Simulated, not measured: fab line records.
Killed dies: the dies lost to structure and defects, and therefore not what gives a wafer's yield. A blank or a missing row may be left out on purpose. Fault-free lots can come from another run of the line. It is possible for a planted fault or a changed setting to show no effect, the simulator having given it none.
Tool commonality check / flow rit cmos / 42 wafers sampled across 14 lots

THE REASON FOR OPENING IT
At RIT_SPACER_THK_MEAS_04 the reading SPACER_NITRIDE_THK is flagged on 2 of 14 lots. Wafers without a fault read 249.5 nm, standard deviation 3.
Rule: a lot is flagged in two cases, either no wafer of it has a number, or all its wafers with numbers fall more than 4 standard deviations from that mean. The rest of the lots are taken to be sound.

lot=L988; measured=day 3 03:14; on=film metro-01; SPACER_NITRIDE_THK (nm), wafer by wafer=251.0 252.3 251.9; flag=
lot=L989; measured=day 3 10:19; on=film metro-04; SPACER_NITRIDE_THK (nm), wafer by wafer=252.3 250.7 251.5; flag=
lot=L990; measured=day 3 14:33; on=film metro-04; SPACER_NITRIDE_THK (nm), wafer by wafer=246.7 250.4 249.5; flag=
lot=L991; measured=day 3 19:52; on=film metro-03; SPACER_NITRIDE_THK (nm), wafer by wafer=249.4 249.3 250.1; flag=
lot=L992; measured=day 4 03:05; on=film metro-03; SPACER_NITRIDE_THK (nm), wafer by wafer=169.7 171.4 172.5; flag=FLAGGED
lot=L994; measured=day 4 09:22; on=film metro-04; SPACER_NITRIDE_THK (nm), wafer by wafer=249.9 252.1 248.3; flag=
lot=L996; measured=day 4 18:48; on=film metro-03; SPACER_NITRIDE_THK (nm), wafer by wafer=170.0 168.6 167.8; flag=FLAGGED
lot=L997; measured=day 5 00:00; on=film metro-01; SPACER_NITRIDE_THK (nm), wafer by wafer=250.5 249.6 248.6; flag=
lot=L104; measured=day 6 06:38; on=film metro-01; SPACER_NITRIDE_THK (nm), wafer by wafer=249.7 249.8 247.3; flag=
lot=L106; measured=day 6 20:27; on=film metro-01; SPACER_NITRIDE_THK (nm), wafer by wafer=246.1 244.2 245.8; flag=
lot=L108; measured=day 7 07:20; on=film metro-04; SPACER_NITRIDE_THK (nm), wafer by wafer=244.6 246.5 245.6; flag=
lot=L109; measured=day 7 09:29; on=film metro-03; SPACER_NITRIDE_THK (nm), wafer by wafer=251.7 253.8 253.3; flag=
lot=L110; measured=day 7 13:18; on=film metro-03; SPACER_NITRIDE_THK (nm), wafer by wafer=248.4 247.7 248.8; flag=
lot=L111; measured=day 8 00:00; on=film metro-04; SPACER_NITRIDE_THK (nm), wafer by wafer=251.1 251.3 252.4; flag=
The mean of the flagged lots' numbers is 170.0 nm, -79.5 nm from the usual (-26 standard deviations).

TOOL THAT RAN EACH LOT
The record holds 1 process step before the reading, out of a route of 202 steps. Each cell gives the tool, then ch followed by the chambers the sampled wafers passed through, then the start.
lot=L988; flag=; RIT_SPACER_CVD_03=lpcvd-02 ch 0, day 3 01:18
lot=L989; flag=; RIT_SPACER_CVD_03=lpcvd-02 ch 0, day 3 08:25
lot=L990; flag=; RIT_SPACER_CVD_03=lpcvd-02 ch 1, day 3 12:38
lot=L991; flag=; RIT_SPACER_CVD_03=lpcvd-02 ch 0, day 3 17:58
lot=L992; flag=FLAGGED; RIT_SPACER_CVD_03=lpcvd-02 ch 0, day 4 01:11
lot=L994; flag=; RIT_SPACER_CVD_03=lpcvd-01 ch 0, day 4 07:26
lot=L996; flag=FLAGGED; RIT_SPACER_CVD_03=lpcvd-02 ch 0, day 4 16:53
lot=L997; flag=; RIT_SPACER_CVD_03=lpcvd-01 ch 0, day 4 22:05
lot=L104; flag=; RIT_SPACER_CVD_03=lpcvd-01 ch 0, day 6 04:42
lot=L106; flag=; RIT_SPACER_CVD_03=lpcvd-01 ch 0, day 6 18:32
lot=L108; flag=; RIT_SPACER_CVD_03=lpcvd-01 ch 1, day 7 05:25
lot=L109; flag=; RIT_SPACER_CVD_03=lpcvd-02 ch 1, day 7 07:34
lot=L110; flag=; RIT_SPACER_CVD_03=lpcvd-01 ch 0, day 7 11:22
lot=L111; flag=; RIT_SPACER_CVD_03=lpcvd-02 ch 0, day 7 22:05
What these steps do:
- RIT_SPACER_CVD_03: deposits Si3N4 from SiH2Cl2/NH3, target thk 250 nm, time 3300 s.
- RIT_SPACER_THK_MEAS_04

FLAGGED AGAINST TOTAL, ONE TOOL AT A TIME (gauges that did the reading follow at the end)
step=RIT_SPACER_CVD_03; tool=lpcvd-01; lots run=6; flagged=0; share of the flagged lots=none; sound lots run after its first flagged lot=-
step=RIT_SPACER_CVD_03; tool=lpcvd-02; lots run=8; flagged=2; share of the flagged lots=all; sound lots run after its first flagged lot=2 (L109,L111)
step=RIT_SPACER_THK_MEAS_04; tool=film metro-01; lots run=4; flagged=0; share of the flagged lots=none; sound lots run after its first flagged lot=-
step=RIT_SPACER_THK_MEAS_04; tool=film metro-03; lots run=5; flagged=2; share of the flagged lots=all; sound lots run after its first flagged lot=2 (L109,L110)
step=RIT_SPACER_THK_MEAS_04; tool=film metro-04; lots run=5; flagged=0; share of the flagged lots=none; sound lots run after its first flagged lot=-

WHAT THE TABLE PERMITS
In 2 table rows, all flagged lots were run: lpcvd-02 (RIT_SPACER_CVD_03), film metro-03 (RIT_SPACER_THK_MEAS_04).
- lpcvd-02 at RIT_SPACER_CVD_03 ran 8 lots, 2 of them flagged. Lots that were sound ran on it after the first flagged one (L109, L111); a persistent fault on the entire tool would not allow that.
- film metro-03 at RIT_SPACER_THK_MEAS_04 ran 5 lots, 2 of them flagged. Lots that were sound ran on it after the first flagged one (L109, L110); a persistent fault on the entire tool would not allow that.
Every row of the table either missed a flagged lot or ran a sound lot after the first.

WHAT THE SIMULATOR PUT IN
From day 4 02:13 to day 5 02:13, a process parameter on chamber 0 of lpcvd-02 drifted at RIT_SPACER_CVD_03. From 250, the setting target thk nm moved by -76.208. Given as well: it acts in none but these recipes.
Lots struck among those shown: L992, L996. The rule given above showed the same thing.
